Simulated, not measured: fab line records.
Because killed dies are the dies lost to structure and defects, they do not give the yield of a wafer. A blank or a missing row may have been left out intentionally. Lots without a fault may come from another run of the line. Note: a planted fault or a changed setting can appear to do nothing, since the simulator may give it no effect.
fab line records | flow rit_cmos
record lots=6 | wafers=18 | last_day=7
route steps=202 shown PLDD@121 SPACER@125 NSD@131 M1@202
lots untouched by any fault: they come from a run of this same line in which no faults occurred
start_h: the number of hours between the record's first day and the start of the first shown wafer of the lot | wait_h: time in hours since the lot's previous step | " same as the row above | L1.1+2: a single row standing in for several wafers | - no value present, or no start provided | * or withheld: withheld | < > ~ a bound
route shown NAME@n: NAME is a module with steps in the file, n the number in the route of the first one | usual: mean/standard deviation of fault-free wafers | same: alike in all rows | chamber/n: place in a boat | sites: the reading at each site | _std_site: standard deviation of those values | _edge_site: the outer-site mean with the inner-site mean subtracted | radius_mm: how far each site lies from the wafer's centre | mask NAME#n: copy n | behind: the last tool/chamber to shape the wafer | hold: reason for holding the lot/hours on hold/outcome of the hold | device: transistor that didn't switch, given as n, p or np | end of line: tests of these same wafers at the route's end | step lacking rows: just its recipe | killed: not the wafer's yield, but the dies lost to structure and defects at the first sort | map: the dies of a wafer, with x for killed, . for not killed, _ for no die there
set.NAME: the setting that was run; set.NAME@STEP: the one run at that earlier step | model.NAME: the simulator's own value behind a step, which no gauge read
certain route steps with their lots: each step a table, each wafer a row
services: from which hour (start_h, from the record's first day; less than 0 if before it) a tool's chamber was out of use, for how many hours, and why
## steps
# step RIT_PLDD_HARDBAKE_07
# recipe resist=NOVOLAK | temp_c=140 | time_s=60
# step RIT_PLDD_IMPLANT_08
# recipe species=BF2 | energy_kev=20 | dose_cm2=9e+14 | tilt_deg=7
# step RIT_PLDD_STRIP_09
# recipe chemistry=O2 | time_s=180 | resist=NOVOLAK | platen_temp_c=withheld | power_w=500 | pressure_mtorr=4000 | o2_flow_sccm=4000
# usual drypump_motor_current_A=5.8/0.56
lot.wafer | tool            | chamber | start_h | wait_h | drypump_motor_current_A | rf_hours_counter_h
L625.1    | plasma_asher-02 | 0       | 56.83   | 0.1    | 5.1                     | 43
L625.3    | "               | 0       | "       | "      | 5.1                     | -
L625.5    | "               | 1       | "       | "      | 6.6                     | -
L631.3    | plasma_asher-03 | 1       | 87.75   | 0.1    | 5.4                     | -
L631.4    | "               | 0       | "       | "      | 6.2                     | -
L631.6    | "               | 0       | "       | "      | 6.2                     | -
L640.1    | plasma_asher-01 | 0       | 139.45  | 0.1    | 5.1                     | 35
L640.3    | "               | 0       | "       | "      | 5.1                     | -
L640.4    | "               | 1       | "       | "      | 5.7                     | -
L641.2    | plasma_asher-03 | 0       | 144.49  | 0.1    | 6.2                     | 46
L641.4    | "               | 1       | "       | "      | 5.5                     | -
L641.5    | "               | 0       | "       | "      | 6.2                     | -
L644.1    | plasma_asher-03 | 0       | 158.58  | 0.1    | 6.2                     | 47
L644.2    | "               | 1       | "       | "      | 5.5                     | 47
L644.3    | "               | 0       | "       | "      | 6.3                     | -
L646.2    | plasma_asher-03 | 0       | 164.20  | 0.1    | 6.3                     | 48
L646.3    | "               | 1       | "       | "      | 5.5                     | -
L646.5    | "               | 1       | "       | "      | 5.5                     | -
# step RIT_PLDD_TW_MEAS_10
# usual PLDD_TW=2334/18
lot.wafer | tool          | chamber | start_h | wait_h | PLDD_TW
L625.1    | film_metro-01 | -       | 57.00   | 0.1    | 2314
L625.3    | "             | -       | "       | "      | 2324
L625.5    | "             | -       | "       | "      | 2312
L631.3    | film_metro-01 | -       | 87.89   | 0.1    | 2323
L631.4    | "             | -       | "       | "      | 2311
L631.6    | "             | -       | "       | "      | 2323
L640.1    | film_metro-02 | -       | 139.62  | 0.1    | 2371
L640.3    | "             | -       | "       | "      | 2356
L640.4    | "             | -       | "       | "      | 2368
L641.2    | film_metro-01 | -       | 144.68  | 0.1    | 2339
L641.4    | "             | -       | "       | "      | 2322
L641.5    | "             | -       | "       | "      | 2321
L644.1    | film_metro-01 | -       | 158.76  | 0.1    | 2315
L644.2    | "             | -       | "       | "      | 2332
L644.3    | "             | -       | "       | "      | 2313
L646.2    | film_metro-01 | -       | 164.39  | 0.1    | 2324
L646.3    | "             | -       | "       | "      | 2317
L646.5    | "             | -       | "       | "      | 2332
# step RIT_SPACER_CLEAN_00
# recipe chemistry=SC1 | mix=3:3:50 | time_s=600 | temp_c=75
# step RIT_SPACER_CLEAN_01
# recipe chemistry=dHF | dilution=50:1 | time_s=30
# step RIT_SPACER_CLEAN_02
# recipe chemistry=SC2 | mix=3:3:50 | time_s=600 | temp_c=75 | dry=n2_spin
# step RIT_SPACER_CVD_03
# recipe material=Si3N4 | target_thk_nm=250 | temp_c=810 | precursor=SiH2Cl2/NH3 | time_s=3347 | pressure_mtorr=300 | sih2cl2_flow_sccm=60 | nh3_flow_sccm=150
# step RIT_SPACER_THK_MEAS_04
# recipe reads=Si3N4_of_SPACER_CVD_03
# usual SPACER_NITRIDE_THK=253.0/2.3
lot.wafer | tool          | chamber | start_h | wait_h | SPACER_NITRIDE_THK[nm]
L625.1    | film_metro-02 | -       | 59.35   | 0.0    | 254.9
L625.3    | "             | -       | "       | "      | 255.9
L625.5    | "             | -       | "       | "      | 256.2
L631.3    | film_metro-01 | -       | 91.65   | 0.0    | 251.8
L631.4    | "             | -       | "       | "      | 253.0
L631.6    | "             | -       | "       | "      | 251.7
L640.1    | film_metro-02 | -       | 143.53  | 0.0    | 249.5
L640.3    | "             | -       | "       | "      | 250.2
L640.4    | "             | -       | "       | "      | 248.3
L641.2    | film_metro-03 | -       | 147.99  | 0.0    | 248.9
L641.4    | "             | -       | "       | "      | 248.6
L641.5    | "             | -       | "       | "      | 249.8
L644.1    | film_metro-03 | -       | 162.84  | 0.0    | 256.0
L644.2    | "             | -       | "       | "      | 253.9
L644.3    | "             | -       | "       | "      | 255.6
L646.2    | film_metro-02 | -       | 167.70  | 0.0    | 255.1
L646.3    | "             | -       | "       | "      | 254.3
L646.5    | "             | -       | "       | "      | 254.0
# step RIT_SPACER_ETCHBACK_05
# recipe target_depth_a=2500 | SF6_flow_sccm=30 | CHF3_flow_sccm=30 | target=Si3N4 | chemistry=SF6/CHF3 | pressure_mtorr=40 | rf_w=250 | time_s=240 | stop_on=SiO2
# usual drypump_motor_current_A=5.6/0.4 | oes_product_au=0.857/0.012 | throttle_valve_pct=10.24/0.11
lot.wafer | tool        | chamber | start_h | wait_h | drypump_motor_current_A | oes_product_au | rf_hours_counter_h | throttle_valve_pct
L625.1    | rie_diel-03 | 2       | 59.41   | 0.1    | 5.1                     | 0.855          | 134                | 10.24
L625.3    | "           | 1       | "       | "      | 5.4                     | 0.863          | 145                | 10.38
L625.5    | "           | 2       | "       | "      | 5.1                     | 0.865          | -                  | 10.26
L631.3    | rie_diel-03 | 2       | 91.69   | 0.0    | 5.1                     | 0.844          | 135                | 10.26
L631.4    | "           | 0       | "       | "      | 5.8                     | 0.851          | 38                 | 10.22
L631.6    | "           | 2       | "       | "      | 5.1                     | 0.847          | -                  | 10.25
L640.1    | rie_diel-01 | 3       | 143.59  | 0.1    | 5.8                     | 0.846          | 134                | 10.31
L640.3    | "           | 0       | "       | "      | 5.4                     | 0.875          | 111                | 10.16
L640.4    | "           | 1       | "       | "      | 5.6                     | 0.836          | 21                 | 10.09
L641.2    | rie_diel-03 | 3       | 148.04  | 0.0    | 5.4                     | 0.833          | 148                | 10.34
L641.4    | "           | 2       | "       | "      | 5.1                     | 0.847          | 136                | 10.24
L641.5    | "           | 1       | "       | "      | 5.4                     | 0.843          | -                  | 10.39
L644.1    | rie_diel-01 | 1       | 162.90  | 0.1    | 5.6                     | 0.867          | 21                 | 10.10
L644.2    | "           | 0       | "       | "      | 5.3                     | 0.878          | 111                | 10.18
L644.3    | "           | 3       | "       | "      | 5.8                     | 0.858          | 134                | 10.32
L646.2    | rie_diel-02 | 1       | 167.75  | 0.0    | 5.6                     | 0.859          | 120                | 10.27
L646.3    | "           | 3       | "       | "      | 6.0                     | 0.875          | 9                  | 10.29
L646.5    | "           | 2       | "       | "      | 5.8                     | 0.845          | -                  | 10.05
# step RIT_NSD_HMDS_00
# recipe prime_time_s=60 | prime_temp_c=140
# step RIT_NSD_COAT_01
# recipe resist=NOVOLAK | spin_rpm=3250 | resist_thk_nm=1000
# step RIT_NSD_SOFTBAKE_02
# recipe resist=NOVOLAK | temp_c=90 | time_s=60
# usual chill_plate_temp_C=23.02/0.11 | exhaust_pa=45.0/0.94 | run_length_s=89.24/0.19
lot.wafer | tool           | chamber | start_h | wait_h | chill_plate_temp_C | exhaust_pa | run_length_s
L625.1    | litho_track-03 | 0       | 59.95   | 0.1    | 22.89              | 45.0       | 89.08
L625.3    | "              | 0       | "       | "      | 23.01              | 45.7       | 89.01
L625.5    | "              | 0       | "       | "      | 22.98              | 45.2       | 88.94
L631.3    | litho_track-04 | 0       | 92.19   | 0.1    | 22.99              | 45.2       | 89.27
L631.4    | "              | 0       | "       | "      | 23.15              | 44.5       | 89.37
L631.6    | "              | 0       | "       | "      | 22.91              | 45.4       | 89.33
L640.1    | litho_track-04 | 0       | 144.04  | 0.1    | 22.82              | 44.4       | 100.66
L640.3    | "              | 0       | "       | "      | 22.86              | 45.6       | 100.76
L640.4    | "              | 0       | "       | "      | 22.89              | 46.0       | 100.63
L641.2    | litho_track-04 | 0       | 148.68  | 0.1    | 22.96              | 45.0       | 100.75
L641.4    | "              | 0       | "       | "      | 22.96              | 44.4       | 101.08
L641.5    | "              | 0       | "       | "      | 22.92              | 44.4       | 100.81
L644.1    | litho_track-03 | 0       | 163.35  | 0.1    | 23.07              | 45.7       | 88.94
L644.2    | "              | 0       | "       | "      | 22.94              | 44.8       | 88.83
L644.3    | "              | 0       | "       | "      | 23.04              | 45.6       | 88.82
L646.2    | litho_track-01 | 0       | 168.23  | 0.1    | 23.00              | 45.0       | 89.14
L646.3    | "              | 0       | "       | "      | 23.09              | 45.6       | 89.20
L646.5    | "              | 0       | "       | "      | 22.85              | 44.9       | 89.55
# step RIT_NSD_EXPOSE_03
# recipe mask_id=M9 | na=0.57 | target_cd_nm=40700 | dose_mj=250
# step RIT_M1_PROBE_99
# usual killed_at_contacts=0.0/0.2 | killed_at_front_end=7.0/2.8 | killed_dies=7.0/2.8 | killed_open=3.4/1.9 | killed_short=3.6/2
# same gross_dies=264 | killed_at_M0_to_M3=0 | killed_at_M4_up=0 | killed_at_back_side=0 | killed_at_other=0
lot.wafer | tool      | chamber | start_h | wait_h | killed_at_contacts | killed_at_front_end | killed_dies | killed_open | killed_short
L625.1    | prober-01 | -       | 70.47   | 0.1    | 0                  | 4                   | 4           | 2           | 2
L625.3    | prober-01 | -       | 70.57   | 0.2    | 0                  | 7                   | 7           | 0           | 7
L625.5    | prober-01 | -       | 70.67   | 0.2    | 0                  | 2                   | 2           | 2           | 0
L631.3    | prober-01 | -       | 103.06  | 0.2    | 0                  | 2                   | 2           | 2           | 0
L631.4    | prober-01 | -       | 103.11  | 0.2    | 1                  | 7                   | 8           | 4           | 4
L631.6    | prober-01 | -       | 103.21  | 0.2    | 0                  | 1                   | 1           | 0           | 1
L640.1    | prober-02 | -       | 154.89  | 0.1    | 0                  | 7                   | 7           | 4           | 3
L640.3    | prober-02 | -       | 154.99  | 0.2    | 0                  | 6                   | 6           | 2           | 4
L640.4    | prober-02 | -       | 155.04  | 0.2    | 0                  | 13                  | 13          | 7           | 6
L641.2    | prober-01 | -       | 159.49  | 0.1    | 0                  | 7                   | 7           | 4           | 3
L641.4    | prober-01 | -       | 159.59  | 0.2    | 0                  | 2                   | 2           | 2           | 0
L641.5    | prober-01 | -       | 159.64  | 0.2    | 0                  | 5                   | 5           | 2           | 3
L644.1    | prober-02 | -       | 174.11  | 0.1    | 0                  | 6                   | 6           | 4           | 2
L644.2    | prober-02 | -       | 174.16  | 0.1    | 0                  | 10                  | 10          | 5           | 5
L644.3    | prober-02 | -       | 174.21  | 0.2    | 0                  | 11                  | 11          | 6           | 5
L646.2    | prober-01 | -       | 179.28  | 0.1    | 0                  | 5                   | 5           | 3           | 2
L646.3    | prober-01 | -       | 179.33  | 0.2    | 0                  | 9                   | 9           | 2           | 7
L646.5    | prober-01 | -       | 179.43  | 0.2    | 0                  | 8                   | 8           | 5           | 3
# killed by level:class
L625.1 GATE:geometric_particle:open=2 SPACER:geometric_particle:short=1 GATE:geometric_particle:short=1
L625.3 FOX2:geometric_particle:short=3 SILICIDE:geometric_particle:short=3 FOX1:geometric_particle:short=1
L625.5 SILICIDE:geometric_particle:open=2
L631.3 REOX:geometric_particle:open=1 SILICIDE:geometric_particle:open=1
L631.4 GATE:geometric_particle:short=2 FOX1:geometric_particle:short=1 GATE:geometric_particle:open=1 REOX:geometric_particle:open=1 SPACER:geometric_particle:open=1 SILICIDE:geometric_particle:open=1 CONTACT:geometric_particle:short=1
L631.6 FOX1:geometric_particle:short=1
L640.1 SILICIDE:geometric_particle:short=2 FOX1:geometric_particle:open=1 FOX1:geometric_particle:short=1 GATE:geometric_particle:open=1 REOX:geometric_particle:open=1 SPACER:geometric_particle:open=1
L640.3 FOX2:geometric_particle:short=2 FOX1:geometric_particle:short=1 FOX2:geometric_particle:open=1 GATE:geometric_particle:short=1 SPACER:geometric_particle:open=1
L640.4 SILICIDE:geometric_particle:short=3 FOX1:geometric_particle:open=2 GATE:geometric_particle:open=2 SPACER:geometric_particle:open=2 FOX2:geometric_particle:open=1 GATE:geometric_particle:short=1 REOX:geometric_particle:short=1 SPACER:geometric_particle:short=1
L641.2 GATE:geometric_particle:open=2 SILICIDE:geometric_particle:short=2 FOX2:geometric_particle:open=1 REOX:geometric_particle:open=1 SPACER:geometric_particle:short=1
L641.4 REOX:geometric_particle:open=1 SPACER:geometric_particle:open=1
L641.5 SPACER:geometric_particle:short=2 GATE:geometric_particle:open=1 GATE:geometric_particle:short=1 SILICIDE:geometric_particle:open=1
L644.1 REOX:geometric_particle:open=3 GATE:geometric_particle:short=1 GATE:geometric_particle:open=1 SPACER:geometric_particle:short=1
L644.2 GATE:geometric_particle:open=3 GATE:geometric_particle:short=3 FOX1:geometric_particle:open=1 REOX:geometric_particle:short=1 REOX:geometric_particle:open=1 SILICIDE:geometric_particle:short=1
L644.3 GATE:geometric_particle:short=5 GATE:geometric_particle:open=3 FOX1:geometric_particle:open=2 REOX:geometric_particle:open=1
L646.2 FOX1:geometric_particle:short=1 GATE:geometric_particle:open=1 REOX:geometric_particle:open=1 SPACER:geometric_particle:open=1 SPACER:geometric_particle:short=1
L646.3 GATE:geometric_particle:short=4 FOX1:geometric_particle:short=2 GATE:geometric_particle:open=2 SPACER:geometric_particle:short=1
L646.5 GATE:geometric_particle:open=3 FOX1:geometric_particle:open=2 GATE:geometric_particle:short=2 SPACER:geometric_particle:short=1
## services
tool            | chamber | start_h | hours | kind
rie_diel-01     | 2       | 86.21   | 4.9   | repair
rie_diel-02     | 0       | 101.08  | -     | clean
rie_diel-02     | 0       | 101.08  | 14.1  | scheduled_down
rie_diel-02     | 0       | 101.08  | 14.1  | vent_cycle
plasma_asher-02 | -       | 108.75  | 9.0   | pm
plasma_asher-02 | 0       | 108.75  | 11.4  | vent_cycle
plasma_asher-02 | 1       | 108.75  | 11.4  | vent_cycle
plasma_asher-02 | -       | 116.00  | 4.1   | repair
plasma_asher-02 | 0       | 117.75  | -     | clean
plasma_asher-02 | 1       | 117.75  | -     | clean
rie_diel-01     | 2       | 127.52  | 1.4   | repair
rie_diel-02     | 0       | 129.28  | 2.8   | repair
rie_diel-01     | -       | 129.32  | 0.4   | repair
plasma_asher-01 | -       | 132.24  | 3.4   | repair
plasma_asher-02 | -       | 149.27  | 3.2   | repair
rie_diel-03     | 3       | 161.05  | -     | clean
rie_diel-03     | 3       | 161.05  | 18.5  | scheduled_down
rie_diel-03     | 3       | 161.05  | 18.5  | vent_cycle
## key
first_sign step=RIT_NSD_SOFTBAKE_02 | reading=run_length_s | direction=up | sigmas=60 | usual=* | struck=*
effect none on later readings
met_at RIT_NSD_SOFTBAKE_02
struck_wafers L640.1,L640.3,L640.4,L641.2,L641.4,L641.5
tester_left_out L640,L641
onset_between 92.19 144.04
fault kind=process_parameter_drift | tool=litho_track-04 | chamber=- | onset_h=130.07 | steps=RIT_NSD_SOFTBAKE_02 | channel=time_s | offset=* | shape=step | end_h=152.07 | acts_in=* | stated=*
# tester_left_out: of these lots the tester's yield and bins aren't shown, on N5 and GAA mostly nor the transistor test; their killed dies are dies lost to structure and defects alone, not to doping, threshold or leakage, so they don't give the yield
